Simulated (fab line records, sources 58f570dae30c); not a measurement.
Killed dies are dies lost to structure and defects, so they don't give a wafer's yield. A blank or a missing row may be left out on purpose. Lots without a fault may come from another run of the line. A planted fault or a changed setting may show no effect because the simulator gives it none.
A struck lot beside a sound one | flow berkeley_cmos170 | 19 steps out of a route of 331
Sound: wafers L515.1, L515.3, L515.4. Struck: wafers L527.1, L527.2, L527.4. The cause comes at the end.
At each step with rows: each side's tool, then ch and its chambers, then its first start. Under that, the readings that differ: sound wafers | struck wafers | difference of the means | sigmas: that difference in standard deviations of wafers without a fault.
alike: readings whose means differ by less than 2 such deviations, and words and numbers that are the same on both sides. not compared: withheld readings, readings that some wafer has no value for, bounds like >300 that may hide the same value, and numbers for which the record gives no deviation and whose values overlap.
The two part at a step that has a row with sigmas, a row that says differs or no value, or rows on one side only. Numbers that don't overlap but have no deviation are shown without sigmas and don't part them. A reading that every wafer of one side lacks parts them only if that side has two wafers or more.

first, 4 steps without rows for these wafers: UCB170_PLDD_SOFTBAKE_02 (time 60 s); UCB170_PLDD_EXPOSE_03 (exposes mask PSELECT, target cd 1200 nm); UCB170_PLDD_PEB_04; UCB170_PLDD_DEVELOP_05 (develop time 45 s).
UCB170_PLDD_CD_MEAS_06: target cd 1200 nm.
  sound on cd_sem-02, day 6 19:17; struck on cd_sem-02, day 9 06:38
  alike: cd_nm
UCB170_PLDD_OVL_MEAS_07:
  sound on overlay-02, day 6 19:25; struck on overlay-02, day 9 06:45
  alike: PLDD_OVL
then, 2 steps without rows for these wafers: UCB170_PLDD_IMPLANT_08; UCB170_PLDD_IMPLANT_09.
UCB170_PLDD_STRIP_10: strips in O2.
  sound on plasma_asher-01 ch 0,1, day 6 19:45; struck on plasma_asher-04 ch 0,1, day 9 07:05
  reading                     | sound       | struck      | difference | sigmas
  drypump_motor_current_A (A) | 5.2 5.6 5.2 | 6.4 6.1 6.1 | +0.9       | +2
  alike: oes_product_au, strip_time_to_endpoint_s
  not compared: rf_hours_counter_h
UCB170_PLDD_TW_MEAS_11:
  sound on film_metro-04, day 6 19:51; struck on film_metro-02, day 9 07:11
  alike: PLDD_TW
then, 2 steps without rows for these wafers: UCB170_PLDD_CLEAN_12 (cleans in SPM, time 600 s); UCB170_NLDD_HMDS_00 (prime time 60 s).
UCB170_NLDD_COAT_01: resist thk 900 nm.
  sound on litho_track-03 ch 0, day 6 20:15; struck on litho_track-01, day 9 07:35
  no value came back on the struck wafers for chill_plate_temp_C (C), dispense_pressure_kPa (kPa); on the sound wafers chill_plate_temp_C (C) reads 23.18 23.12 22.87
then, 4 steps without rows for these wafers: UCB170_NLDD_SOFTBAKE_02 (time 60 s); UCB170_NLDD_EXPOSE_03 (exposes mask NSELECT, target cd 1200 nm); UCB170_NLDD_PEB_04; UCB170_NLDD_DEVELOP_05 (develop time 45 s).
UCB170_NLDD_CD_MEAS_06: target cd 1200 nm.
  sound on cd_sem-01, day 6 21:10; struck on cd_sem-02, day 9 08:36
  reading    | sound                | struck | difference                    | sigmas
  cd_nm (nm) | 1200.7 1201.4 1202.5 | - - -  | no value on the struck wafers |
UCB170_NLDD_OVL_MEAS_07:
  sound on overlay-02, day 6 21:17; struck on overlay-02, day 9 08:43
  reading       | sound     | struck | difference                    | sigmas
  NLDD_OVL (nm) | -13 -3 -3 | - - -  | no value on the struck wafers |

WHERE THEY PART
First at UCB170_PLDD_STRIP_10; last, within this record, at UCB170_NLDD_OVL_MEAS_07.

WHY: what the simulator had put in
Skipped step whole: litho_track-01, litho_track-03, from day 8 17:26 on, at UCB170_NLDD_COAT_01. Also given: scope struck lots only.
